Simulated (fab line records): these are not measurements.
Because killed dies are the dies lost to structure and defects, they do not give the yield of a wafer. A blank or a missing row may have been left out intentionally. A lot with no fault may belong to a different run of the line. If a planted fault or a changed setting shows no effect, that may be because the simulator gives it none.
Which tool did it? / flow berkeley-cmos170 / Sampling: 14 lots, 42 wafers, 6 of 331 route steps

WHAT THE GAUGES SHOWED, per wafer
UCB170_PWELL_THK_MEAS_03. Usual: PWELL_OXIDE_THK typically reads 26.2 nm, with standard deviation 0.59.
lot=L248; measured=day 2 23:28; on=film-metro-01; PWELL_OXIDE_THK (nm)=25.5 25.7 25.2; flag=
lot=L247; measured=day 2 23:28; on=film-metro-03; PWELL_OXIDE_THK (nm)=25.5 25.3 25.4; flag=
lot=L249; measured=day 3 12:39; on=film-metro-03; PWELL_OXIDE_THK (nm)=25.8 25.8 26.0; flag=
lot=L250; measured=day 3 12:40; on=film-metro-04; PWELL_OXIDE_THK (nm)=25.9 26.4 26.8; flag=
lot=L252; measured=day 4 06:20; on=film-metro-01; PWELL_OXIDE_THK (nm)=25.8 26.0 26.3; flag=
lot=L255; measured=day 4 20:54; on=film-metro-04; PWELL_OXIDE_THK (nm)=26.3 26.4 26.1; flag=
lot=L256; measured=day 4 20:54; on=film-metro-01; PWELL_OXIDE_THK (nm)=25.4 25.1 25.2; flag=
lot=L257; measured=day 5 03:05; on=film-metro-03; PWELL_OXIDE_THK (nm)=27.0 27.3 26.8; flag=
lot=L260; measured=day 5 13:17; on=film-metro-04; PWELL_OXIDE_THK (nm)=27.0 27.1 27.0; flag=
lot=L261; measured=day 5 18:32; on=film-metro-04; PWELL_OXIDE_THK (nm)=27.1 26.8 27.2; flag=
lot=L263; measured=day 6 08:35; on=film-metro-03; PWELL_OXIDE_THK (nm)=26.6 26.6 26.0; flag=
lot=L264; measured=day 6 08:38; on=film-metro-04; PWELL_OXIDE_THK (nm)=25.5 25.1 25.3; flag=
lot=L265; measured=day 6 17:40; on=film-metro-04; PWELL_OXIDE_THK (nm)=26.1 26.2 26.5; flag=
lot=L268; measured=day 7 06:35; on=film-metro-04; PWELL_OXIDE_THK (nm)=26.0 26.2 26.3; flag=

UCB170_ACTIVE_THK_MEAS_03. Usual: ACTIVE_OXIDE_THK typically reads 26.0 nm, with standard deviation 0.54.
lot=L248; measured=day 4 03:20; on=film-metro-02; ACTIVE_OXIDE_THK (nm)=25.9 25.1 25.5; flag=
lot=L247; measured=day 4 03:20; on=film-metro-03; ACTIVE_OXIDE_THK (nm)=26.8 26.3 26.4; flag=
lot=L249; measured=day 4 18:53; on=film-metro-03; ACTIVE_OXIDE_THK (nm)=26.8 26.8 26.8; flag=
lot=L250; measured=day 4 18:55; on=film-metro-02; ACTIVE_OXIDE_THK (nm)=25.6 26.1 26.1; flag=
lot=L252; measured=day 5 08:55; on=film-metro-01; ACTIVE_OXIDE_THK (nm)=27.2 27.6 28.0; flag=
lot=L255; measured=day 6 07:14; on=film-metro-01; ACTIVE_OXIDE_THK (nm)=25.4 25.2 25.7; flag=
lot=L256; measured=day 6 07:14; on=film-metro-03; ACTIVE_OXIDE_THK (nm)=26.1 26.3 26.4; flag=
lot=L257; measured=day 6 07:18; on=film-metro-03; ACTIVE_OXIDE_THK (nm)=25.5 25.7 25.9; flag=
lot=L260; measured=day 6 16:59; on=film-metro-02; ACTIVE_OXIDE_THK (nm)=26.0 26.0 26.0; flag=
lot=L261; measured=day 7 07:36; on=film-metro-03; ACTIVE_OXIDE_THK (nm)=25.9 25.8 25.6; flag=
lot=L263; measured=day 7 13:23; on=film-metro-03; ACTIVE_OXIDE_THK (nm)=26.3 26.0 26.3; flag=
lot=L264; measured=day 7 13:23; on=film-metro-02; ACTIVE_OXIDE_THK (nm)=25.5 25.8 25.7; flag=
lot=L265; measured=day 8 00:51; on=film-metro-03; ACTIVE_OXIDE_THK (nm)=26.0 25.6 25.9; flag=
lot=L268; measured=day 8 11:54; on=film-metro-02; ACTIVE_OXIDE_THK (nm)=25.5 25.6 26.1; flag=

UCB170_FIELD_THK_MEAS_02. Usual: FIELD_OXIDE_THK typically reads 561 nm, with standard deviation 13.
lot=L248; measured=day 4 18:05; on=film-metro-04; FIELD_OXIDE_THK (nm)=549 550 544; flag=
lot=L247; measured=day 4 18:08; on=film-metro-03; FIELD_OXIDE_THK (nm)=568 568 574; flag=
lot=L249; measured=day 5 11:37; on=film-metro-04; FIELD_OXIDE_THK (nm)=568 578 571; flag=
lot=L250; measured=day 5 11:41; on=film-metro-04; FIELD_OXIDE_THK (nm)=588 580 583; flag=
lot=L252; measured=day 6 00:17; on=film-metro-04; FIELD_OXIDE_THK (nm)=576 559 568; flag=
lot=L255; measured=day 7 03:50; on=film-metro-03; FIELD_OXIDE_THK (nm)=548 560 550; flag=
lot=L256; measured=day 7 03:50; on=film-metro-04; FIELD_OXIDE_THK (nm)=573 572 573; flag=
lot=L257; measured=day 7 03:50; on=film-metro-01; FIELD_OXIDE_THK (nm)=547 559 549; flag=
lot=L260; measured=day 7 09:32; on=film-metro-04; FIELD_OXIDE_THK (nm)=573 562 571; flag=
lot=L261; measured=day 8 03:50; on=film-metro-04; FIELD_OXIDE_THK (nm)=542 544 549; flag=
lot=L263; measured=day 8 03:55; on=film-metro-04; FIELD_OXIDE_THK (nm)=557 550 560; flag=
lot=L264; measured=day 8 03:51; on=film-metro-03; FIELD_OXIDE_THK (nm)=547 550 540; flag=
lot=L265; measured=day 8 15:40; on=film-metro-01; FIELD_OXIDE_THK (nm)=583 583 585; flag=
lot=L268; measured=day 9 00:05; on=film-metro-03; FIELD_OXIDE_THK (nm)=543 547 538; flag=

UCB170_PLDD_TW_MEAS_11. Usual: PLDD_TW typically reads 1007, with standard deviation 5.4.
lot=L248; measured=day 6 06:35; on=film-metro-02; PLDD_TW=1005 1006 1015; flag=
lot=L247; measured=day 6 05:58; on=film-metro-02; PLDD_TW=1006 1005 1005; flag=
lot=L249; measured=day 7 08:04; on=film-metro-03; PLDD_TW=1006 1009 1005; flag=
lot=L250; measured=day 7 08:21; on=film-metro-02; PLDD_TW=1018 1018 1016; flag=
lot=L252; measured=day 7 08:27; on=film-metro-03; PLDD_TW=1001 1003 1000; flag=
lot=L255; measured=day 8 22:17; on=film-metro-02; PLDD_TW=1005 1008 1008; flag=
lot=L256; measured=day 8 22:26; on=film-metro-01; PLDD_TW=980 980 975; flag=OFF
lot=L257; measured=day 8 22:47; on=film-metro-01; PLDD_TW=1012 1009 1009; flag=
lot=L260; measured=day 9 03:26; on=film-metro-02; PLDD_TW=1010 1008 1013; flag=
lot=L261; measured=day 9 20:16; on=film-metro-01; PLDD_TW=983 990 984; flag=OFF
lot=L263; measured=day 9 20:01; on=film-metro-03; PLDD_TW=1001 997 1000; flag=
lot=L264; measured=day 9 19:46; on=film-metro-02; PLDD_TW=1008 1002 1000; flag=
lot=L265; measured=day 10 10:55; on=film-metro-01; PLDD_TW=1010 1005 1004; flag=
lot=L268; measured=day 10 11:42; on=film-metro-01; PLDD_TW=1006 1001 1008; flag=

UCB170_SDANNEAL_RS_MEAS_04: measurement is done with a four-point probe. Usual: PLDD_RS typically reads 1032 ohm/sq, with standard deviation 3.4.
lot=L248; measured=day 6 18:35; on=film-metro-02; PLDD_RS (ohm/sq)=1034 1033 1038; flag=
lot=L247; measured=day 6 18:46; on=film-metro-01; PLDD_RS (ohm/sq)=1026 1028 1028; flag=
lot=L249; measured=day 7 21:28; on=film-metro-02; PLDD_RS (ohm/sq)=1033 1036 1036; flag=
lot=L250; measured=day 7 21:50; on=film-metro-01; PLDD_RS (ohm/sq)=1032 1027 1031; flag=
lot=L252; measured=day 7 21:58; on=film-metro-02; PLDD_RS (ohm/sq)=1036 1038 1039; flag=
lot=L255; measured=day 9 09:02; on=film-metro-02; PLDD_RS (ohm/sq)=1034 1030 1032; flag=
lot=L256; measured=day 9 09:41; on=film-metro-02; PLDD_RS (ohm/sq)=1108 1111 1112; flag=OFF
lot=L257; measured=day 9 09:56; on=film-metro-01; PLDD_RS (ohm/sq)=1029 1031 1028; flag=
lot=L260; measured=day 9 13:44; on=film-metro-03; PLDD_RS (ohm/sq)=1033 1034 1032; flag=
lot=L261; measured=day 10 13:16; on=film-metro-01; PLDD_RS (ohm/sq)=1108 1111 1109; flag=OFF
lot=L263; measured=day 10 08:53; on=film-metro-02; PLDD_RS (ohm/sq)=1034 1034 1037; flag=
lot=L264; measured=day 10 09:53; on=film-metro-02; PLDD_RS (ohm/sq)=1035 1037 1038; flag=
lot=L265; measured=day 11 05:23; on=film-metro-02; PLDD_RS (ohm/sq)=1034 1034 1034; flag=
lot=L268; measured=day 11 04:48; on=film-metro-03; PLDD_RS (ohm/sq)=1029 1034 1028; flag=

WHAT TOOL EACH LOT RAN ON (gives the tool, then ch and the chambers of the sampled wafers, and finally the start)
lot=L248; UCB170_PLDD_IMPLANT_09=implanter-04 ch 0, day 6 06:21
lot=L247; UCB170_PLDD_IMPLANT_09=implanter-02 ch 0, day 6 05:42
lot=L249; UCB170_PLDD_IMPLANT_09=implanter-01 ch 0, day 7 07:49
lot=L250; UCB170_PLDD_IMPLANT_09=implanter-02 ch 0, day 7 08:08
lot=L252; UCB170_PLDD_IMPLANT_09=implanter-01 ch 0, day 7 08:12
lot=L255; UCB170_PLDD_IMPLANT_09=implanter-04 ch 0, day 8 22:04
lot=L256; UCB170_PLDD_IMPLANT_09=implanter-02 ch 0, day 8 22:11
lot=L257; UCB170_PLDD_IMPLANT_09=implanter-04 ch 0, day 8 22:33
lot=L260; UCB170_PLDD_IMPLANT_09=implanter-01 ch 0, day 9 03:12
lot=L261; UCB170_PLDD_IMPLANT_09=implanter-02 ch 0, day 9 20:01
lot=L263; UCB170_PLDD_IMPLANT_09=implanter-04 ch 0, day 9 19:46
lot=L264; UCB170_PLDD_IMPLANT_09=implanter-01 ch 0, day 9 19:32
lot=L265; UCB170_PLDD_IMPLANT_09=implanter-01 ch 0, day 10 10:41
lot=L268; UCB170_PLDD_IMPLANT_09=implanter-04 ch 0, day 10 11:27
- UCB170_PLDD_IMPLANT_09

AS READ BY THE TOOLS THEMSELVES (means over the sampled wafers that have a number; for cases with no such wafer, the mark the record gives instead)
The record holds no such reading with a usual standard deviation.

THE ANSWER, worked out from the rows above alone
Rule: take the mean of a lot's wafers that have a number; if it is more than 3 standard deviations from the usual mean, the lot is off. A lot without any number at a reading at which 4 lots or more have one is off too. Where the step has rows for the other lots, those lots are counted as sound. First the gauges in route order, then the tools' own readings, where a lot's mean is used as printed above. At the first step where some lot is off, the reading lying furthest off is the one used; lots without a number count as furthest.
Off: L256, L261, at UCB170_PLDD_TW_MEAS_11 (PLDD_TW).
A tool fits if, at a process step before that reading, it ran every lot that is off, and no sound lot after the first of them. Those tools and the gauges at UCB170_PLDD_TW_MEAS_11 are tried in the same way. One candidate fits, namely implanter-02 at UCB170_PLDD_IMPLANT_09. A fault onset in the window from L250 (day 7 08:08, its last sound lot) to L256 (day 8 22:11, its first lot off) fits.

WHAT WAS PUT IN BY THE SIMULATOR
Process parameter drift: implanter-02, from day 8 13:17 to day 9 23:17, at UCB170_PLDD_IMPLANT_09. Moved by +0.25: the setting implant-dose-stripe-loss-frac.
Struck lots among those shown: L256, L261. The rule above found the same.
